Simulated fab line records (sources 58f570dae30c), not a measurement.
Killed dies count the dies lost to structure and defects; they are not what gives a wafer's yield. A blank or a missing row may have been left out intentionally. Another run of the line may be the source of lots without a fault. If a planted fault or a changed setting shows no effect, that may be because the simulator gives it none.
fab line records | flow berkeleyCmos170
record lots=6 | wafers=18 | lastDay=13
route steps=331 shown M1@242 V1@254
lots that met no fault: taken from a fault-free run of the same line
startH: hours from the record's first day to the start of the lot's first wafer shown | waitH: time in hours since the lot's previous step | " same as the row above | L1.1+2: one row covering several wafers at once | - no value, or no start given | * or withheld: withheld | < > ~ a bound
route shown NAME@n: names a module that has steps shown in the file, with the first one's number in the route | usual: mean/standard deviation of fault-free wafers | same: alike in all rows | chamber/n: place in a boat | sites: the reading at each site | _std_site: standard deviation across them | _edge_site: outer sites' mean less inner sites' | radiusMm: for every site, how far away it sits from the centre of the wafer | mask NAME#n: copy n | behind: the last tool/chamber to shape the wafer | hold: why the lot was held/for how many hours/how that ended | device: transistor that didn't switch, given as n, p or np | end of line: tests run on the same wafers once the route is complete | a step given without rows: its recipe and nothing more | killed: dies that structure and defects cost at the first sort, which is not the same as the wafer's yield | map: a wafer's dies, marking killed ones x, the rest . and places with no die _
set.NAME: the setting the step ran with; set.NAME@STEP: the setting that earlier step ran with | model.NAME: the simulator's own value behind a step, which no gauge read
lots at selected steps of the route; one table per step, one row per wafer
services: when a tool's chamber went out of use (startH, in hours from the record's first day, below 0 if earlier), for how many hours, and the reason
## steps
# step UCB170_M1_COAT_04
# recipe resist=KrF | spinRpm=1500 | resistThkNm=900
# step UCB170_M1_SOFTBAKE_05
# recipe resist=KrF | tempC=130 | timeS=60
# step UCB170_M1_EXPOSE_06
# recipe maskId=METAL1 | targetCdNm=700 | na=0.5 | sigmaOuter=0.6 | sourceShape=conventional | doseMj=21
# step UCB170_M1_PEB_07
# recipe pebTempC=130 | pebTimeS=withheld | resist=KrF
# step UCB170_M1_DEVELOP_08
# recipe developer=TMAH | developTimeS=45.92 | resist=KrF | devTempC=21
# step UCB170_M1_CD_MEAS_09
# recipe targetCdNm=700
# usual cdNm=700.1/1.7
lot.wafer | tool     | chamber | startH | waitH | cdNm
L631.1    | cdSem-02 | -       | 183.50 | -     | 706.0
L631.4    | "        | -       | "      | "     | 702.5
L631.6    | "        | -       | "      | "     | 701.8
L632.1    | cdSem-02 | -       | 194.34 | -     | 700.4
L632.2    | "        | -       | "      | "     | 700.8
L632.5    | "        | -       | "      | "     | 699.1
L646.1    | cdSem-01 | -       | 253.05 | -     | 701.8
L646.4    | "        | -       | "      | "     | 701.5
L646.6    | "        | -       | "      | "     | 703.2
L648.3    | cdSem-02 | -       | 267.12 | -     | 700.8
L648.5    | "        | -       | "      | "     | 701.4
L648.6    | "        | -       | "      | "     | 699.8
L647.1    | cdSem-01 | -       | 267.89 | -     | 695.4
L647.2    | "        | -       | "      | "     | 696.0
L647.3    | "        | -       | "      | "     | 696.2
L650.1    | cdSem-01 | -       | 291.69 | -     | 696.6
L650.2    | "        | -       | "      | "     | 697.1
L650.4    | "        | -       | "      | "     | 698.6
# step UCB170_M1_OVL_MEAS_10
# usual M1_OVL=3/6.4
lot.wafer | tool       | chamber | startH | waitH | M1_OVL[nm]
L631.1    | overlay-02 | -       | 183.62 | 0.1   | 2
L631.4    | "          | -       | "      | "     | 1
L631.6    | "          | -       | "      | "     | -4
L632.1    | overlay-02 | -       | 194.46 | 0.1   | -5
L632.2    | "          | -       | "      | "     | 1
L632.5    | "          | -       | "      | "     | -6
L646.1    | overlay-01 | -       | 253.17 | 0.1   | -2
L646.4    | "          | -       | "      | "     | -3
L646.6    | "          | -       | "      | "     | -2
L648.3    | overlay-02 | -       | 267.21 | 0.1   | 1
L648.5    | "          | -       | "      | "     | 0
L648.6    | "          | -       | "      | "     | -4
L647.1    | overlay-02 | -       | 268.01 | 0.1   | -3
L647.2    | "          | -       | "      | "     | -10
L647.3    | "          | -       | "      | "     | -6
L650.1    | overlay-01 | -       | 291.81 | 0.1   | 12
L650.2    | "          | -       | "      | "     | 10
L650.4    | "          | -       | "      | "     | 4
# step UCB170_M1_ETCH_11
# recipe chemistry=N2/H2 | targetDepthA=withheld | overetchA=withheld | target=BARC | timeS=withheld | sourceW=500 | biasW=100 | pressureMtorr=30 | n2FlowSccm=100 | h2FlowSccm=200
# usual drypumpMotorCurrentA=5.5/0.5 | oesProductAu=1.000/0.015 | throttleValvePct=13.31/0.19
lot.wafer | tool       | chamber | startH | waitH | drypumpMotorCurrentA | oesProductAu | throttleValvePct
L631.1    | rieDiel-01 | 2       | 183.65 | 0.0   | 6.1                  | 1.008        | 13.24
L631.4    | "          | 3       | "      | "     | 5.8                  | 1.031        | 13.65
L631.6    | "          | 2       | "      | "     | 6.1                  | 1.022        | 13.23
L632.1    | rieDiel-01 | 0       | 194.50 | 0.0   | 5.2                  | 1.007        | 13.28
L632.2    | "          | 1       | "      | "     | 6.5                  | 0.980        | 13.54
L632.5    | "          | 2       | "      | "     | 6.1                  | 1.000        | 13.24
L646.1    | rieDiel-02 | 3       | 253.20 | 0.0   | 4.8                  | 0.978        | 13.46
L646.4    | "          | 1       | "      | "     | 5.3                  | 0.996        | 12.99
L646.6    | "          | 3       | "      | "     | 4.8                  | 0.980        | 13.47
L648.3    | rieDiel-02 | 3       | 267.24 | 0.0   | 4.8                  | 0.987        | 13.46
L648.5    | "          | 3       | "      | "     | 4.8                  | 0.996        | 13.45
L648.6    | "          | 2       | "      | "     | 5.9                  | 1.019        | 13.19
L647.1    | rieDiel-03 | 2       | 268.04 | 0.0   | 5.3                  | 1.007        | 13.39
L647.2    | "          | 1       | "      | "     | 5.0                  | 0.968        | 13.21
L647.3    | "          | 3       | "      | "     | 5.3                  | 0.998        | 13.08
L650.1    | rieDiel-02 | 0       | 291.85 | 0.0   | 5.4                  | 0.983        | 13.46
L650.2    | "          | 3       | "      | "     | 4.8                  | 0.973        | 13.45
L650.4    | "          | 1       | "      | "     | 5.4                  | 0.995        | 13.01
# step UCB170_M1_METAL_ETCH_12
# recipe chemistry=Cl2/BCl3 | target=Al | stopOn=PSG | pressureMtorr=12 | targetDepthA=7800 | overEtchFrac=0.3 | timeS=132.9 | icpW=600 | biasW=120 | Cl2_flow_sccm=90 | bcl3FlowSccm=45
# usual drypumpMotorCurrentA=5.8/0.53 | mfcCl2Sccm=89.96/0.24 | oesProductAu=0.845/0.011 | throttleValvePct=24.43/0.13
# same overEtchFrac=0.3
lot.wafer | tool        | chamber | startH | waitH | drypumpMotorCurrentA | mfcCl2Sccm | oesProductAu | rfHoursCounterH | throttleValvePct
L631.1    | rieMetal-02 | 1       | 183.70 | -     | 5.3                  | 89.75      | 0.825        | 4               | 24.53
L631.4    | "           | 1       | "      | "     | 5.3                  | 89.58      | 0.831        | -               | 24.53
L631.6    | "           | 0       | "      | "     | 5.0                  | 90.15      | 0.845        | -               | 24.47
L632.1    | rieMetal-01 | 1       | 194.54 | -     | 6.1                  | 90.29      | 0.847        | 10              | 24.32
L632.2    | "           | 0       | "      | "     | 6.4                  | 90.05      | 0.851        | 10              | 24.51
L632.5    | "           | 1       | "      | "     | 6.0                  | 90.47      | 0.854        | -               | 24.32
L646.1    | rieMetal-02 | 1       | 253.25 | -     | 5.3                  | 89.93      | 0.841        | 6               | 24.54
L646.4    | "           | 0       | "      | "     | 5.0                  | 90.13      | 0.845        | -               | 24.47
L646.6    | "           | 1       | "      | "     | 5.2                  | 89.98      | 0.833        | -               | 24.54
L648.3    | rieMetal-04 | 1       | 267.32 | -     | 6.1                  | 89.98      | 0.875        | -               | 24.10
L648.5    | "           | 1       | "      | "     | 6.2                  | 89.85      | 0.867        | -               | 24.10
L648.6    | "           | 0       | "      | "     | 6.2                  | 89.95      | 0.850        | -               | 24.61
L647.1    | rieMetal-02 | 0       | 268.09 | -     | 5.0                  | 90.45      | 0.841        | 11              | 24.50
L647.2    | "           | 1       | "      | "     | 5.3                  | 90.05      | 0.815        | 6               | 24.52
L647.3    | "           | 0       | "      | "     | 5.0                  | 89.95      | 0.838        | -               | 24.49
L650.1    | rieMetal-01 | 1       | 291.89 | -     | 6.0                  | 89.73      | 0.840        | 13              | 24.33
L650.2    | "           | 1       | "      | "     | 6.1                  | 89.65      | 0.841        | -               | 24.35
L650.4    | "           | 1       | "      | "     | 6.0                  | 89.93      | 0.842        | -               | 24.33
# step UCB170_M1_STRIP_13
# recipe chemistry=O2 | powerW=400 | pressureMtorr=3500 | platenTempC=withheld | o2FlowSccm=400 | overashFraction=0.5
# usual drypumpMotorCurrentA=5.9/0.72 | oesProductAu=0.720/0.0043
# same overashFraction=0.5
lot.wafer | tool           | chamber | startH | waitH | drypumpMotorCurrentA | oesProductAu | rfHoursCounterH
L631.1    | plasmaAsher-02 | 0       | 183.83 | 0.1   | 6.0                  | 0.712        | 43
L631.4    | "              | 0       | "      | "     | 6.0                  | 0.715        | -
L631.6    | "              | 1       | "      | "     | 4.6                  | 0.716        | -
L632.1    | plasmaAsher-04 | 1       | 194.67 | 0.1   | 6.5                  | 0.718        | 49
L632.2    | "              | 0       | "      | "     | 6.3                  | 0.718        | 49
L632.5    | "              | 0       | "      | "     | 6.4                  | 0.722        | -
L646.1    | plasmaAsher-01 | 1       | 253.38 | 0.1   | 5.4                  | 0.716        | 47
L646.4    | "              | 1       | "      | "     | 5.3                  | 0.723        | -
L646.6    | "              | 1       | "      | "     | 5.3                  | 0.718        | -
L648.3    | plasmaAsher-02 | 1       | 267.44 | 0.1   | 4.6                  | 0.728        | -
L648.5    | "              | 1       | "      | "     | 4.7                  | 0.712        | -
L648.6    | "              | 0       | "      | "     | 6.0                  | 0.726        | -
L647.1    | plasmaAsher-02 | 0       | 268.22 | 0.1   | 6.0                  | 0.718        | 52
L647.2    | "              | 1       | "      | "     | 4.6                  | 0.722        | 52
L647.3    | "              | 1       | "      | "     | 4.6                  | 0.714        | -
L650.1    | plasmaAsher-04 | 0       | 292.16 | 0.2   | 6.3                  | 0.727        | 60
L650.2    | "              | 1       | "      | "     | 6.5                  | 0.723        | 60
L650.4    | "              | 0       | "      | "     | 6.3                  | 0.728        | -
# step UCB170_M1_CD_MEAS_90
# recipe targetCdNm=700
# usual cdNm=699.4/2.5
lot.wafer | tool     | chamber | startH | waitH | cdNm
L631.1    | cdSem-02 | -       | 183.93 | 0.1   | 707.6
L631.4    | "        | -       | "      | "     | 702.0
L631.6    | "        | -       | "      | "     | 703.1
L632.1    | cdSem-02 | -       | 194.77 | 0.1   | 700.0
L632.2    | "        | -       | "      | "     | 702.6
L632.5    | "        | -       | "      | "     | 700.3
L646.1    | cdSem-01 | -       | 253.48 | 0.1   | 700.4
L646.4    | "        | -       | "      | "     | 698.3
L646.6    | "        | -       | "      | "     | 701.3
L648.3    | cdSem-01 | -       | 267.55 | 0.1   | 699.2
L648.5    | "        | -       | "      | "     | 701.0
L648.6    | "        | -       | "      | "     | 698.1
L647.1    | cdSem-02 | -       | 268.34 | 0.1   | 691.5
L647.2    | "        | -       | "      | "     | 692.6
L647.3    | "        | -       | "      | "     | 693.3
L650.1    | cdSem-01 | -       | 292.26 | 0.1   | 696.9
L650.2    | "        | -       | "      | "     | 695.5
L650.4    | "        | -       | "      | "     | 694.9
# step UCB170_M1_ANNEAL_14
# recipe tempC=400 | timeS=1200 | ambient=formingGas
# step UCB170_V1_CVD_00
# recipe material=SiO2 | targetThkNm=2000 | tempC=390 | precursor=TEOS/O2 | timeS=250 | rfW=550 | pressureMtorr=9000
# usual heaterPowerW=270/69
lot.wafer | tool     | chamber | startH | waitH | heaterPowerW | model.SiO2_of_V1_CVD_00.thkNm
L631.1    | pecvd-03 | 0       | 186.16 | 0.0   | 294          | 1984
L631.4    | "        | 1       | "      | "     | 206          | 2027
L631.6    | "        | 0       | "      | "     | 205          | 2023
L632.1    | pecvd-02 | 1       | 196.83 | 0.0   | 417          | 1989
L632.2    | "        | 0       | "      | "     | 334          | 1999
L632.5    | "        | 0       | "      | "     | 237          | 2027
L646.1    | pecvd-03 | 2       | 254.93 | 0.0   | 389          | 1203
L646.4    | "        | 1       | "      | "     | 277          | 2057
L646.6    | "        | 2       | "      | "     | 286          | 1225
L647.1    | pecvd-01 | 0       | 269.94 | 0.0   | 154          | 1988
L647.2    | "        | 1       | "      | "     | 191          | 1963
L647.3    | "        | 2       | "      | "     | 246          | 2039
L648.3    | pecvd-03 | 2       | 269.94 | 0.0   | 365          | 1204
L648.5    | "        | 2       | "      | "     | 279          | 1224
L648.6    | "        | 1       | "      | "     | 199          | 2032
L650.1    | pecvd-02 | 1       | 294.64 | 0.0   | 317          | 1962
L650.2    | "        | 2       | "      | "     | 228          | 1963
L650.4    | "        | 1       | "      | "     | 405          | 2016
# step UCB170_V1_THK_MEAS_01
# recipe reads=SiO2_of_V1_CVD_00
# usual V1_TEOS_THK=2006/25
lot.wafer | tool         | chamber | startH | waitH | hold                    | V1_TEOS_THK[nm]
L631.1    | filmMetro-01 | -       | 186.32 | 0.1   | -                       | 1983
L631.4    | "            | -       | "      | "     | -                       | 2027
L631.6    | "            | -       | "      | "     | -                       | 2022
L632.1    | filmMetro-03 | -       | 196.99 | 0.1   | -                       | 1988
L632.2    | "            | -       | "      | "     | -                       | 2000
L632.5    | "            | -       | "      | "     | -                       | 2028
L646.1    | filmMetro-04 | -       | 255.09 | 0.1   | awaitDispo/0.2h/release | 1202
L646.4    | "            | -       | "      | "     | awaitDispo/0.2h/release | 2058
L646.6    | "            | -       | "      | "     | awaitDispo/0.2h/release | 1225
L646.1    | filmMetro-04 | -       | 255.32 | 0.2   | -                       | 1203
L646.4    | "            | -       | "      | "     | -                       | 2058
L646.6    | "            | -       | "      | "     | -                       | 1225
L647.1    | filmMetro-03 | -       | 270.09 | 0.1   | -                       | 1989
L647.2    | "            | -       | "      | "     | -                       | 1963
L647.3    | "            | -       | "      | "     | -                       | 2038
L648.3    | filmMetro-04 | -       | 270.11 | 0.1   | awaitDispo/0.2h/release | 1204
L648.5    | "            | -       | "      | "     | awaitDispo/0.2h/release | 1223
L648.6    | "            | -       | "      | "     | awaitDispo/0.2h/release | 2033
L648.3    | filmMetro-04 | -       | 270.34 | 0.2   | -                       | 1204
L648.5    | "            | -       | "      | "     | -                       | 1224
L648.6    | "            | -       | "      | "     | -                       | 2031
L650.1    | filmMetro-04 | -       | 294.79 | 0.1   | -                       | 1962
L650.2    | "            | -       | "      | "     | -                       | 1963
L650.4    | "            | -       | "      | "     | -                       | 2014
# step UCB170_V1_CMP_02
# recipe material=SiO2 | downForcePsi=6 | platenRpm=60 | padVelocityMS=0.75398
# usual motorCurrentA=15.3/1
lot.wafer | tool   | chamber | startH | waitH | hold                    | motorCurrentA
L631.4    | cmp-01 | 2       | 186.38 | 0.0   | -                       | 14.8
L631.1    | "      | 0       | "      | "     | -                       | 16.2
L631.6    | "      | 3       | "      | "     | -                       | 15.9
L632.2    | cmp-01 | 0       | 197.05 | 0.0   | -                       | 17.1
L632.1    | "      | 3       | "      | "     | -                       | 15.5
L632.5    | "      | 0       | "      | "     | -                       | 15.9
L646.1    | cmp-02 | 0       | 257.27 | 1.9   | awaitDispo/1.8h/release | 13.3
L646.4    | "      | 2       | "      | "     | awaitDispo/1.8h/release | 15.8
L646.6    | "      | 3       | "      | "     | awaitDispo/1.8h/release | 15.4
L647.2    | cmp-01 | 3       | 270.15 | 0.0   | -                       | 15.1
L647.3    | "      | 1       | "      | "     | -                       | 15.1
L647.1    | "      | 2       | "      | "     | -                       | 14.4
L648.3    | cmp-02 | 0       | 276.11 | 5.8   | awaitDispo/5.7h/release | 13.3
L648.6    | "      | 3       | "      | "     | awaitDispo/5.7h/release | 15.7
L648.5    | "      | 0       | "      | "     | awaitDispo/5.7h/release | 13.3
L650.1    | cmp-01 | 3       | 295.20 | 0.4   | -                       | 15.7
L650.2    | "      | 0       | "      | "     | -                       | 15.8
L650.4    | "      | 1       | "      | "     | -                       | 14.9
## services
tool        | chamber | startH | hours | kind
cmp-02      | -       | 161.80 | 1.1   | repair
cmp-01      | -       | 163.64 | 0.9   | repair
rieMetal-01 | 0       | 185.73 | 3.6   | repair
rieMetal-02 | -       | 186.07 | 0.2   | repair
pecvd-02    | 2       | 199.67 | 27.4  | repair
rieMetal-04 | 0       | 201.31 | -     | clean
rieMetal-04 | -       | 204.09 | 0.8   | repair
cmp-01      | -       | 205.24 | 10.4  | pm
pecvd-03    | 0       | 206.22 | 6.3   | repair
cmp-02      | -       | 215.68 | 11.9  | pm
cmp-01      | -       | 232.00 | 4.0   | pm
cmp-01      | -       | 236.00 | -     | consumableReplace:conditioner
cmp-01      | -       | 236.00 | -     | consumableReplace:pad
pecvd-01    | -       | 242.50 | 14.0  | pm
rieMetal-02 | 0       | 246.27 | 5.1   | repair
cmp-02      | -       | 248.91 | 5.1   | pm
rieDiel-01  | 1       | 257.98 | 12.8  | repair
rieMetal-04 | 0       | 259.44 | 1.3   | repair
rieDiel-03  | 0       | 266.57 | 4.9   | repair
pecvd-02    | -       | 267.19 | 2.8   | pm
cmp-01      | -       | 268.66 | 0.9   | repair
cmp-01      | -       | 271.70 | 0.4   | repair
rieMetal-01 | 0       | 281.66 | -     | clean
rieDiel-02  | 2       | 290.46 | 2.6   | repair
## key
firstSign step=UCB170_V1_THK_MEAS_01 | reading=visit | direction=added
effect step=UCB170_V1_THK_MEAS_01 | reading=V1_TEOS_THK | direction=down | sigmas=32 | usual=2006 | struck=1214
modelEffect step=UCB170_V1_CVD_00 | value=SiO2_of_V1_CVD_00.thkNm | without=2019 | struck=1214
metAt UCB170_V1_CVD_00
struckWafers L646.1,L646.6,L648.3,L648.5
sortLeftOut L646.1,L646.6,L648.3,L648.5
fault kind=processParameterDrift | tool=pecvd-03 | chamber=2 | onsetH=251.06 | steps=UCB170_V1_CVD_00 | channel=targetThkNm | offset=-805.39 | shape=step | endH=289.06 | actsIn=theseRecipesOnly | stated=2000
# sortLeftOut: the simulated sort isn't trusted on such a fault, so these wafers' sort isn't shown, and their yield isn't known
